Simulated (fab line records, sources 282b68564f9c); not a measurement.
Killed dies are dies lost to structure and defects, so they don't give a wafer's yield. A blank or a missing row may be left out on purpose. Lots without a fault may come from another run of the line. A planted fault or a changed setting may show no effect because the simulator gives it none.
One fault seen from 2 desks | flow rit_cmos | each desk has only its own numbers; what lay behind them comes last

THE METROLOGY DESK
What the gauges read, lot by lot, whatever tool the lot ran on: means of the sampled wafers that have a number. A lot is out of limits, marked OUT, if its mean lies more than 4 standard deviations from the usual mean; the brackets give that distance.
Columns: A = FIELD_OXIDE_LEFT_1_THK at RIT_FOX2_THK_MEAS_90, usual 326 nm; B = PRETRO_OVL at RIT_PRETRO_OVL_MEAS_06, usual -0.2 nm; C = GATE_OXIDE_THK at RIT_GATE_THK_MEAS_07, usual 3.04 nm; D = CONTACT_TEOS_THK at RIT_CONTACT_THK_MEAS_01, usual 401 nm
lot  | first seen here | A   | B    | C               | D
L751 | day 1 20:18     | 321 | 0.1  | 3.01            | 400
L752 | day 2 02:19     | 313 | -0.6 | 2.98            | 401
L753 | day 2 07:57     | 328 | -1.2 | 3.09            | 399
L754 | day 2 14:27     | 323 | 0.5  | 2.98            | 397
L757 | day 3 07:22     | 332 | -2.5 | 3.15            | 401
L758 | day 3 11:41     | 321 | -1.0 | 3.58 (+8.6) OUT | 400
L759 | day 3 15:47     | 335 | -0.1 | 3.50 (+7.2) OUT | 404
L760 | day 3 19:45     | 329 | -1.1 | 3.47 (+6.9) OUT | 405
L761 | day 3 23:49     | 335 | 0.8  | 3.01            | 407
L766 | day 5 03:19     | 332 | 1.9  | 2.98            | 405
L768 | day 5 08:58     | 321 | 0.9  | 3.03            | 397
L769 | day 5 17:21     | 316 | 1.9  | 3.03            | 402
L770 | day 5 21:36     | 329 | -1.6 | 2.98            | 400
L771 | day 6 01:44     | 322 | -0.2 | 3.06            | 398
L773 | day 6 11:22     | 331 | 0.1  | 3.00            | 409
This desk's finding: out of limits on L758, L759, L760; first on L758, day 4 06:19 (GATE_OXIDE_THK at RIT_GATE_THK_MEAS_07). In limits: L751, L752, L753, L754, L757, L761, L766, L768, L769, L770, L771, L773.

THE TOOL OWNER'S DESK: furnace-01
The tool's own readings at RIT_GATE_OXIDATION_05 (target thk 3 nm, ox time 270 s): means of the sampled wafers that have a number, for each lot that ran on this tool. A lot is out of limits, marked OUT, if its mean lies more than 4 standard deviations from the usual mean; the brackets give that distance.
Columns: A = tube_center_temp_C at RIT_GATE_OXIDATION_05, usual 900.01 C
lot  | first seen here | A
L751 | day 2 11:10     | 899.97
L754 | day 3 06:29     | 900.05
L757 | day 3 20:37     | 900.03
L758 | day 4 03:03     | 900.08
L759 | day 4 06:19     | 900.05
L760 | day 4 12:11     | 899.98
This desk's finding: nothing out of limits on any of the 6 lots.

PUT TOGETHER
The metrology desk could have raised an alarm at day 4 06:19, on L758, L759, L760.
The tool owner's desk saw nothing out of limits.
The tool owner's desk has L758, L759, L760 on record, within its limits.
Of the lots named, all ran RIT_GATE_OXIDATION_05 on furnace-01.

WHAT THE SIMULATOR HAD PUT IN
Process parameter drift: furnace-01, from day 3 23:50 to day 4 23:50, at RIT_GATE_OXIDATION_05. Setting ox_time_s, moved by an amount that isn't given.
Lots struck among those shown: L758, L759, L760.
Hours from the fault's start to each desk's first reading out of limits: the metrology desk, 6.
